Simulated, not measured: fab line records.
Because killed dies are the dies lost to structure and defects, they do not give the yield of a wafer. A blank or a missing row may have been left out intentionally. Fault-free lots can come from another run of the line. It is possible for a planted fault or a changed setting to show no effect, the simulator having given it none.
What tool caused it?    flow berkeley-cmos170    7 lots, 21 wafers sampled, at 2 steps of a route of 331

== WHAT THE GAUGES SHOWED, per wafer ==
UCB170_ACTIVE_THK_MEAS_06.
lot   measured     on             ACTIVE_NITRIDE_THK (nm)
L468  day 4 01:54  film-metro-02  221.2 217.4 219.3
L470  day 4 20:33  film-metro-01  217.8 217.9 217.3
L472  day 5 01:42  film-metro-02  217.4 218.2 216.0
L480  day 6 22:29  film-metro-03  90.9 92.2 91.6
L482  day 7 18:36  film-metro-03  221.1 222.1 222.4
L484  day 8 02:14  film-metro-02  219.7 219.7 216.8
L486  day 8 08:39  film-metro-03  217.0 218.4 218.2

== WHAT TOOL EACH LOT RAN ON (gives the tool, then ch and the chambers of the sampled wafers, and finally the start) ==
lot   UCB170_ACTIVE_CVD_05
L468  lpcvd-01 ch 0, day 3 23:59
L470  lpcvd-01 ch 0, day 4 18:38
L472  lpcvd-01 ch 0, day 4 23:47
L480  lpcvd-01 ch 1, day 6 19:36
L482  lpcvd-02 ch 1, day 7 16:41
L484  lpcvd-02 ch 0, day 8 00:19
L486  lpcvd-02 ch 1, day 8 05:46
- UCB170_ACTIVE_CVD_05: deposits Si3N4 from SiH2Cl2/NH3, target thk 220 nm, time 3300 s.

== THE ANSWER, worked out from the rows above alone ==
Rule: usual is defined by the lots themselves. Put in order of their means at a reading, lots are off if they are a third of the lots or fewer, leave a main group of 4 or more, and stand apart from it by a gap of 3 or more times the standard deviation of the main group's means; of several such gaps the widest counts. A main group whose means are all the same, to the digits that the tables above print for the reading, isn't used. A lot without any number at a reading at which 4 lots or more have one is off too. Where the step has rows for the other lots, those lots are counted as sound.
Off: L480, at UCB170_ACTIVE_THK_MEAS_06 (ACTIVE_NITRIDE_THK). Mean 218.8 nm and standard deviation 1.5 in the main group.
If a tool, at a process step before that reading, ran all the lots that are off and no sound lot after the first of them, it fits. The gauges at UCB170_ACTIVE_THK_MEAS_06 are tried like those tools. One fits: UCB170_ACTIVE_CVD_05 on lpcvd-01. A fault onset in the window from L472 (day 4 23:47, its last sound lot) to L480 (day 6 19:36, its first lot off) fits.

== WHAT WAS PUT IN BY THE SIMULATOR ==
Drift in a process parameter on lpcvd-01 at UCB170_ACTIVE_CVD_05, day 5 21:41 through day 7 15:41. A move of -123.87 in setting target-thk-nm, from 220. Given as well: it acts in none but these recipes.
Struck lots among those shown: L480. The same result came from the rule above.
